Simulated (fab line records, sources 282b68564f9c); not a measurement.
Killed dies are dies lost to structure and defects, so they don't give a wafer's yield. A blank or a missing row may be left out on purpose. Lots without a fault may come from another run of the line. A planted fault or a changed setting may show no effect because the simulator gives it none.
A struck lot beside a sound one | flow rit_cmos | 43 steps out of a route of 202
Sound: wafers L771.1, L771.2, L771.6. Struck: wafers L779.1, L779.5, L779.6. The cause comes at the end.
At each step with rows: each side's tool, then ch and its chambers, then its first start. Under that, the readings that differ: sound wafers | struck wafers | difference of the means | sigmas: that difference in standard deviations of wafers without a fault.
alike: readings whose means differ by less than 2 such deviations, and words and numbers that are the same on both sides. not compared: withheld readings, readings that some wafer has no value for, bounds like >300 that may hide the same value, and numbers for which the record gives no deviation and whose values overlap.
The two part at a step that has a row with sigmas, a row that says differs or no value, or rows on one side only. Numbers that don't overlap but have no deviation are shown without sigmas and don't part them. A reading that every wafer of one side lacks parts them only if that side has two wafers or more.

first, 1 step without rows for these wafers: RIT_SDANNEAL_RTA_03 (time 5 s).
RIT_SDANNEAL_RS_MEAS_04: measures by four-point-probe.
  sound on film_metro-04, day 3 18:38; struck on film_metro-02, day 5 09:58
  reading         | sound             | struck            | difference | sigmas
  PSD_RS (ohm/sq) | 115.4 115.1 115.4 | 116.3 116.0 116.0 | +0.8       | +2
RIT_SDANNEAL_RS_MEAS_05: measures by four-point-probe.
  sound on film_metro-04, day 3 18:45; struck on film_metro-02, day 5 10:05
  alike: NSD_RS
RIT_SDANNEAL_RS_MEAS_06: measures by four-point-probe.
  sound on film_metro-04, day 3 18:52; struck on film_metro-02, day 5 10:13
  alike: PLDD_RS
RIT_SDANNEAL_RS_MEAS_07: measures by four-point-probe.
  sound on film_metro-04, day 3 18:59; struck on film_metro-02, day 5 10:20
  reading          | sound             | struck            | difference | sigmas
  NLDD_RS (ohm/sq) | 150.9 150.5 150.8 | 152.4 152.1 152.2 | +1.5       | +3
then, 2 steps without rows for these wafers: RIT_SILICIDE_WET_ETCH_00 (etches SiO2 in BOE, target depth 14 nm, time 15.33 s); RIT_SILICIDE_SPUTTER_01 (material Ti, target thk 30 nm, time 240 s).
RIT_SILICIDE_RS_MEAS_02: measures by four-point-probe.
  sound on film_metro-03, day 3 19:16; struck on film_metro-03, day 5 10:37
  alike: SILICIDE_TI_RS
RIT_SILICIDE_THK_MEAS_03: measures by xrf.
  sound on film_metro-03, day 3 19:23; struck on film_metro-03, day 5 10:44
  alike: SILICIDE_TI_THK
RIT_SILICIDE_RTA_04: time 10 s, ramp up 5 s, ramp down 5 s.
  sound on rtp_anneal-01 ch 0, day 3 19:27; struck on rtp_anneal-01 ch 0, day 5 10:47
  alike: anneal_temp_c_max, wafer_temp_C_max
then, 1 step without rows for these wafers: RIT_SILICIDE_WET_ETCH_05 (etches Ti in SPM, time 120 s).
RIT_SILICIDE_RTA_06: time 10 s, ramp up 5 s, ramp down 10 s.
  sound on rtp_anneal-02 ch 0, day 3 19:34; struck on rtp_anneal-02 ch 0, day 5 10:54
  alike: anneal_temp_c_max, wafer_temp_C_max
RIT_CONTACT_CVD_00: deposits SiO2 from TEOS, target thk 400 nm, time 61 s.
  sound on pecvd-04 ch 0,2, day 3 19:37; struck on pecvd-04 ch 0,1,2, day 5 10:58
  alike: heater_power_w, susceptor_temp_C
RIT_CONTACT_THK_MEAS_01:
  sound on film_metro-04, day 3 19:41; struck on film_metro-01, day 5 11:01
  alike: CONTACT_TEOS_THK
then, 6 steps without rows for these wafers: RIT_CONTACT_HMDS_02 (prime time 60 s); RIT_CONTACT_COAT_03 (resist thk 1000 nm); RIT_CONTACT_SOFTBAKE_04 (time 60 s); RIT_CONTACT_EXPOSE_05 (exposes mask M11, target cd 1000 nm); RIT_CONTACT_PEB_06; RIT_CONTACT_DEVELOP_07 (develop time 120 s).
RIT_CONTACT_CD_MEAS_08: target cd 1000 nm.
  sound on cd_sem-02, day 3 20:42; struck on cd_sem-01, day 5 12:04
  alike: cd_nm
RIT_CONTACT_OVL_MEAS_09:
  sound on overlay-01, day 3 20:49; struck on overlay-01, day 5 12:11
  alike: CONTACT_OVL
then, 1 step without rows for these wafers: RIT_CONTACT_HARDBAKE_10 (time 60 s).
RIT_CONTACT_ETCH_11: etches SiO2 in CHF3/CF4/Ar, stops on TiSi2, target depth 480 nm, time 320 s.
  sound on rie_diel-01 ch 0,1, day 3 21:01; struck on rie_diel-01 ch 2,3, day 5 12:22
  alike: chamber_pressure_mTorr, drypump_motor_current_A, oes_product_au, throttle_valve_pct
  not compared: rf_hours_counter_h
RIT_CONTACT_STRIP_12: strips in O2, time 180 s.
  sound on plasma_asher-02 ch 0,1, day 3 21:12; struck on plasma_asher-03 ch 0,1, day 5 12:34
  alike: chamber_pressure_mTorr, drypump_motor_current_A
  not compared: rf_hours_counter_h
RIT_CONTACT_CD_MEAS_90: target cd 1000 nm.
  sound on cd_sem-01, day 3 21:23; struck on cd_sem-01, day 5 12:44
  alike: cd_nm
then, 3 steps without rows for these wafers: RIT_CONTACT_CLEAN_13 (cleans in SC1, time 600 s); RIT_CONTACT_CLEAN_14 (cleans in SC2, time 600 s); RIT_M1_SPUTTER_00 (material Al, target thk 400 nm, time 500 s).
RIT_M1_RS_MEAS_01: measures by four-point-probe.
  sound on film_metro-04, day 3 22:08; struck on film_metro-01, day 5 13:31
  alike: M1_AL_RS
RIT_M1_THK_MEAS_02: measures by xrf.
  sound on film_metro-04, day 3 22:16; struck on film_metro-01, day 5 13:38
  alike: M1_AL_THK
then, 6 steps without rows for these wafers: RIT_M1_HMDS_03 (prime time 60 s); RIT_M1_COAT_04 (resist thk 1283 nm); RIT_M1_SOFTBAKE_05 (time 60 s); RIT_M1_EXPOSE_06 (exposes mask M12, target cd 2600 nm); RIT_M1_PEB_07; RIT_M1_DEVELOP_08 (develop time 68 s).
RIT_M1_CD_MEAS_09: target cd 2600 nm.
  sound on cd_sem-02, day 3 23:12; struck on cd_sem-02, day 5 14:44
  alike: cd_nm
RIT_M1_OVL_MEAS_10:
  sound on overlay-02, day 3 23:19; struck on overlay-02, day 5 14:52
  alike: M1_OVL
then, 1 step without rows for these wafers: RIT_M1_HARDBAKE_11 (time 120 s).
RIT_M1_METAL_ETCH_12: etches Al in Cl2/BCl3, stops on SiO2, time 165 s, target depth 600 nm.
  sound on rie_metal-01 ch 0,1, day 3 23:37; struck on rie_metal-04 ch 0,1, day 5 15:09
  alike: bcl3_flow_sccm, chamber_pressure_mTorr, drypump_motor_current_A, oes_product_au, throttle_valve_pct
  not compared: rf_hours_counter_h
then, 1 step without rows for these wafers: RIT_M1_STRIP_13 (strips in nmp, time 600 s).
RIT_M1_PROBE_99:
  sound on prober-01, day 4 01:55; struck on prober-02, day 5 20:42
  reading            | sound | struck                                                                     | difference                   | sigmas
  hold               | - - - | await_dispo/1.8h/release await_dispo/1.8h/release await_dispo/1.8h/release | no value on the sound wafers |
  killed_at_contacts | 0 0 0 | 15 38 39                                                                   | +31                          | +99 or more
  killed_dies        | 8 6 8 | 24 44 48                                                                   | +31                          | +11
  killed_on_rim      | 4 1 1 | 10 2 6                                                                     | +4                           | +3
  alike: killed_at_front_end, killed_open, killed_short

WHERE THEY PART
First at RIT_SDANNEAL_RS_MEAS_04; last, within this record, at RIT_M1_PROBE_99.

WHY: what the simulator had put in
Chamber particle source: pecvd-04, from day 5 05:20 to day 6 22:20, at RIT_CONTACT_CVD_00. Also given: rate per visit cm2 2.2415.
